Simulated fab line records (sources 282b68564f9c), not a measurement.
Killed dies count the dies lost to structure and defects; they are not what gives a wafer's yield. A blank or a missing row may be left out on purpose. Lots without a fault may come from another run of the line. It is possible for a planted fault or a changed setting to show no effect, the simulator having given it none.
Split-lot experiment :: flow rit-cmos :: on a route of 202 steps: 5 lots, 23 wafers read

== ABOUT THE SPLIT ==
At RIT_PLDD_IMPLANT_08, the setting dose-cm2 was moved away from the recipe's 9e+14 on 8 of the 23 wafers read, by -3.4% to +3.1%. For the rest of the wafers, this setting stayed at what the recipe calls for.

== FROM THE SPLIT TO THE READING: what the file shows between them, 2 steps ==
- RIT_PSD_IMPLANT_08 (also split here: tilt-deg)
- RIT_PSD_STRIP_09: strips in O2, time 180 s

== THE READING ==
PLDD_RS in ohm/sq, measured at RIT_SDANNEAL_RS_MEAS_06 by four-point-probe. On this fab line, fault-free wafers typically give 178.6 ohm/sq with a standard deviation of 0.48 ohm/sq.

wafer: L074.1
tool, chamber at the split: implanter-04, 0
dose-cm2 as run: 8.698e+14
against the recipe: -3.4%
PLDD_RS, ohm/sq: 182.5
against lot-mates on the recipe: +3.5

wafer: L074.2
tool, chamber at the split: implanter-04, 0
dose-cm2 as run: 9e+14
against the recipe: recipe
PLDD_RS, ohm/sq: 178.7
against lot-mates on the recipe: -

wafer: L074.3
tool, chamber at the split: implanter-04, 0
dose-cm2 as run: 8.698e+14
against the recipe: -3.4%
PLDD_RS, ohm/sq: 182.1
against lot-mates on the recipe: +3.1

wafer: L074.5
tool, chamber at the split: implanter-04, 0
dose-cm2 as run: 8.698e+14
against the recipe: -3.4%
PLDD_RS, ohm/sq: 182.0
against lot-mates on the recipe: +3.0

wafer: L074.6
tool, chamber at the split: implanter-04, 0
dose-cm2 as run: 9e+14
against the recipe: recipe
PLDD_RS, ohm/sq: 179.3
against lot-mates on the recipe: -

wafer: L076.2
tool, chamber at the split: implanter-01, 0
dose-cm2 as run: 9e+14
against the recipe: recipe
PLDD_RS, ohm/sq: 178.8
against lot-mates on the recipe: -

wafer: L076.5
tool, chamber at the split: implanter-01, 0
dose-cm2 as run: 9e+14
against the recipe: recipe
PLDD_RS, ohm/sq: 178.3
against lot-mates on the recipe: -

wafer: L076.6
tool, chamber at the split: implanter-01, 0
dose-cm2 as run: 9e+14
against the recipe: recipe
PLDD_RS, ohm/sq: 178.3
against lot-mates on the recipe: -

wafer: L080.1
tool, chamber at the split: implanter-04, 0
dose-cm2 as run: 9e+14
against the recipe: recipe
PLDD_RS, ohm/sq: 178.3
against lot-mates on the recipe: -

wafer: L080.2
tool, chamber at the split: implanter-04, 0
dose-cm2 as run: 8.822e+14
against the recipe: -2.0%
PLDD_RS, ohm/sq: 180.2
against lot-mates on the recipe: +1.5

wafer: L080.3
tool, chamber at the split: implanter-04, 0
dose-cm2 as run: 9e+14
against the recipe: recipe
PLDD_RS, ohm/sq: 178.7
against lot-mates on the recipe: -

wafer: L080.4
tool, chamber at the split: implanter-04, 0
dose-cm2 as run: 8.822e+14
against the recipe: -2.0%
PLDD_RS, ohm/sq: 180.4
against lot-mates on the recipe: +1.7

wafer: L080.5
tool, chamber at the split: implanter-04, 0
dose-cm2 as run: 9e+14
against the recipe: recipe
PLDD_RS, ohm/sq: 179.0
against lot-mates on the recipe: -

wafer: L083.1
tool, chamber at the split: implanter-02, 0
dose-cm2 as run: 9.283e+14
against the recipe: +3.1%
PLDD_RS, ohm/sq: 176.5
against lot-mates on the recipe: -2.7

wafer: L083.2
tool, chamber at the split: implanter-02, 0
dose-cm2 as run: 9.283e+14
against the recipe: +3.1%
PLDD_RS, ohm/sq: 176.6
against lot-mates on the recipe: -2.6

wafer: L083.3
tool, chamber at the split: implanter-02, 0
dose-cm2 as run: 9e+14
against the recipe: recipe
PLDD_RS, ohm/sq: 179.4
against lot-mates on the recipe: -

wafer: L083.4
tool, chamber at the split: implanter-02, 0
dose-cm2 as run: 9e+14
against the recipe: recipe
PLDD_RS, ohm/sq: 179.0
against lot-mates on the recipe: -

wafer: L083.5
tool, chamber at the split: implanter-02, 0
dose-cm2 as run: 9.283e+14
against the recipe: +3.1%
PLDD_RS, ohm/sq: 176.7
against lot-mates on the recipe: -2.5

wafer: L085.1
tool, chamber at the split: implanter-01, 0
dose-cm2 as run: 9e+14
against the recipe: recipe
PLDD_RS, ohm/sq: 178.2
against lot-mates on the recipe: -

wafer: L085.2
tool, chamber at the split: implanter-01, 0
dose-cm2 as run: 9e+14
against the recipe: recipe
PLDD_RS, ohm/sq: 178.6
against lot-mates on the recipe: -

wafer: L085.3
tool, chamber at the split: implanter-01, 0
dose-cm2 as run: 9e+14
against the recipe: recipe
PLDD_RS, ohm/sq: 178.7
against lot-mates on the recipe: -

wafer: L085.4
tool, chamber at the split: implanter-01, 0
dose-cm2 as run: 9e+14
against the recipe: recipe
PLDD_RS, ohm/sq: 178.8
against lot-mates on the recipe: -

wafer: L085.6
tool, chamber at the split: implanter-01, 0
dose-cm2 as run: 9e+14
against the recipe: recipe
PLDD_RS, ohm/sq: 178.5
against lot-mates on the recipe: -

THE FIT
A straight line over all 23 wafers: PLDD_RS changes by -0.851 ohm/sq for each +1% of dose-cm2; r = -0.97; the points scatter about the line by 0.42 ohm/sq.
The same after taking each lot's own level away (the mean of its wafers on the recipe; 23 wafers): -0.884 ohm/sq for each +1%; r = -0.99; scatter 0.25 ohm/sq.
On that fit, the largest move of dose-cm2 shifts the reading by 3 ohm/sq.
The span of the lots' own levels, 178.47 to 179.20 ohm/sq, comes to 1.5 times the standard deviation stated above.
Hence the lot-to-lot level has little effect on the slope; both slopes agree.
Check: with one of the wafers moved furthest among these (-3.4%) left out of the fit, the line predicts +2.9 ohm/sq for it against its lot-mates. Against them it came out at +3.5 ohm/sq.

== ADDITIONAL SPLITS CARRIED BY THESE WAFERS ==
Note: prior to the reading, these wafers also went through further splits. Each is held against what the fit with the lots' levels taken away leaves over:
other split on the same wafers: RIT_NLDD_IMPLANT_08 energy-kev
wafers away from the commonest value: 10
r with PLDD_RS (lot level and that fit taken away): +0.04

other split on the same wafers: RIT_PSD_IMPLANT_08 tilt-deg
wafers away from the commonest value: 7
r with PLDD_RS (lot level and that fit taken away): +0.10

== FILE'S OWN FIT ==
PLDD_RS changes by -0.879 ohm/sq for each +1% of dose-cm2, r = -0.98.
